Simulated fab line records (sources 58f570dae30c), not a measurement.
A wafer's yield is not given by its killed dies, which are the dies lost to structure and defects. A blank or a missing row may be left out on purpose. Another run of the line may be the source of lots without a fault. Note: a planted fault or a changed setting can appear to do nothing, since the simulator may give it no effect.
Check for tools in common | flow berkeley_cmos170 | Sample size 14 lots and 48 wafers

## WHY THIS WAS OPENED
UCB170_NVT_TW_MEAS_09, reading NVT_TW: flagged on 2 of 14 lots. No-fault wafers: 527.0, standard deviation 2.8.
Rule: a lot is flagged in two cases, either no wafer of it has a number, or all its wafers with numbers fall more than 4 standard deviations from that mean. As for the other lots, they are considered sound.

lot  | measured     | on            | NVT_TW, wafer by wafer        | flag
L585 | day 5 07:26  | film_metro-03 | 526.6 527.1 524.3             |
L586 | day 5 17:09  | film_metro-03 | 524.9 523.9 525.3             |
L587 | day 6 07:53  | film_metro-01 | 526.6 524.1 528.4             |
L588 | day 6 17:44  | film_metro-01 | 523.5 526.3 523.2             |
L589 | day 6 18:18  | film_metro-03 | 528.0 528.9 528.7             |
L590 | day 6 18:23  | film_metro-01 | 526.4 524.2 524.0             |
L591 | day 7 02:47  | film_metro-02 | 529.4 527.5 527.6             |
L593 | day 7 16:44  | film_metro-01 | 528.0 532.4 529.4             |
L594 | day 7 16:44  | film_metro-02 | 525.5 525.4 525.0             |
L595 | day 7 16:46  | film_metro-03 | 526.6 527.0 525.5             |
L596 | day 8 00:32  | film_metro-01 | 530.4 528.5 527.0             |
L601 | day 9 03:46  | film_metro-01 | 29.9 30.0 30.0 30.0 29.9 30.0 | FLAGGED
L608 | day 10 01:27 | film_metro-03 | 30.0 30.0 30.0 29.9 29.9 29.9 | FLAGGED
L607 | day 10 02:05 | film_metro-02 | 530.0 531.4 530.5             |
On average the flagged lots read 30.0, which is -497.0 against the usual, or -99 or more standard deviations.

## WHICH TOOL RAN EACH LOT
Before the reading, the record contains 2 process steps out of a 331-step route. Each cell gives the tool, then ch followed by the chambers the sampled wafers passed through, then the start.
lot  | flag    | UCB170_NWELL_ETCH_13              | UCB170_NVT_DEVELOP_05
L585 |         | rie_diel-04 ch 1,2, day 2 02:43   | litho_track-04 ch 0, day 5 07:00
L586 |         | rie_diel-03 ch 1,2,3, day 2 09:57 | litho_track-03 ch 0, day 5 16:00
L587 |         | rie_diel-04 ch 1,2,3, day 2 21:20 | litho_track-01 ch 0, day 6 07:00
L588 |         | rie_diel-02 ch 0,2,3, day 3 04:31 | litho_track-03 ch 0, day 6 17:00
L589 |         | rie_diel-03 ch 0,2, day 3 10:50   | litho_track-01 ch 0, day 6 17:00
L590 |         | rie_diel-02 ch 0,1,2, day 3 10:48 | litho_track-04 ch 0, day 6 17:00
L591 |         | rie_diel-02 ch 1,3, day 3 18:35   | litho_track-03 ch 0, day 7 02:00
L593 |         | rie_diel-02 ch 0,1,2, day 4 03:14 | litho_track-04 ch 0, day 7 16:00
L594 |         | rie_diel-03 ch 0,2,3, day 4 08:35 | litho_track-03 ch 0, day 7 16:00
L595 |         | rie_diel-02 ch 0,1,2, day 4 08:49 | litho_track-01 ch 0, day 7 16:00
L596 |         | rie_diel-03 ch 0,1,2, day 4 15:29 | litho_track-04 ch 0, day 8 00:00
L601 | FLAGGED | rie_diel-03 ch 0,1,3, day 5 17:59 | litho_track-04 ch 0, day 9 03:00
L608 | FLAGGED | rie_diel-04 ch 0,1,2, day 7 00:16 | litho_track-04 ch 0, day 10 01:00
L607 |         | rie_diel-04 ch 1,2,3, day 6 20:36 | litho_track-03 ch 0, day 10 01:00
What is done by these steps:
- UCB170_NWELL_ETCH_13: etches Si3N4 in CH3F/Ar/O2, stops on SiO2, target depth 246.4 nm, time 154 s.
- UCB170_NVT_DEVELOP_05: develop time 45 s.
- UCB170_NVT_TW_MEAS_09

## FLAGGED AGAINST TOTAL, ONE TOOL AT A TIME (gauges that did the reading follow at the end)
step                  | tool           | lots run | flagged | share of the flagged lots | sound lots run after its first flagged lot
UCB170_NWELL_ETCH_13  | rie_diel-02    | 5        | 0       | none                      | -
UCB170_NWELL_ETCH_13  | rie_diel-03    | 5        | 1       | some                      | 0
UCB170_NWELL_ETCH_13  | rie_diel-04    | 4        | 1       | some                      | 0
UCB170_NVT_DEVELOP_05 | litho_track-01 | 3        | 0       | none                      | -
UCB170_NVT_DEVELOP_05 | litho_track-03 | 5        | 0       | none                      | -
UCB170_NVT_DEVELOP_05 | litho_track-04 | 6        | 2       | all                       | 0
UCB170_NVT_TW_MEAS_09 | film_metro-01  | 6        | 1       | some                      | 0
UCB170_NVT_TW_MEAS_09 | film_metro-02  | 3        | 0       | none                      | -
UCB170_NVT_TW_MEAS_09 | film_metro-03  | 5        | 1       | some                      | 0

## THE TABLE: WHAT IT ALLOWS
Rows of the table that ran each flagged lot: 1, that is litho_track-04 at UCB170_NVT_DEVELOP_05.
- litho_track-04 at UCB170_NVT_DEVELOP_05: 2 of its 6 lots flagged. It ran its last sound lot, L596, at day 8 00:00 and its first flagged lot, L601, at day 9 03:00: a fault with its onset between the two fits.
One tool is left: litho_track-04 at UCB170_NVT_DEVELOP_05.

## WHAT HAD BEEN PUT IN BY THE SIMULATOR
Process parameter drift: litho_track-04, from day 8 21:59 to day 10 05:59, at UCB170_NVT_DEVELOP_05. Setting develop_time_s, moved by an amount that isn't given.
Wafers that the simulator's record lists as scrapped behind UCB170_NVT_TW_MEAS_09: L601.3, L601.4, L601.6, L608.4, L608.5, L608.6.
Lots struck among those shown: L601, L608. The rule above found the same.
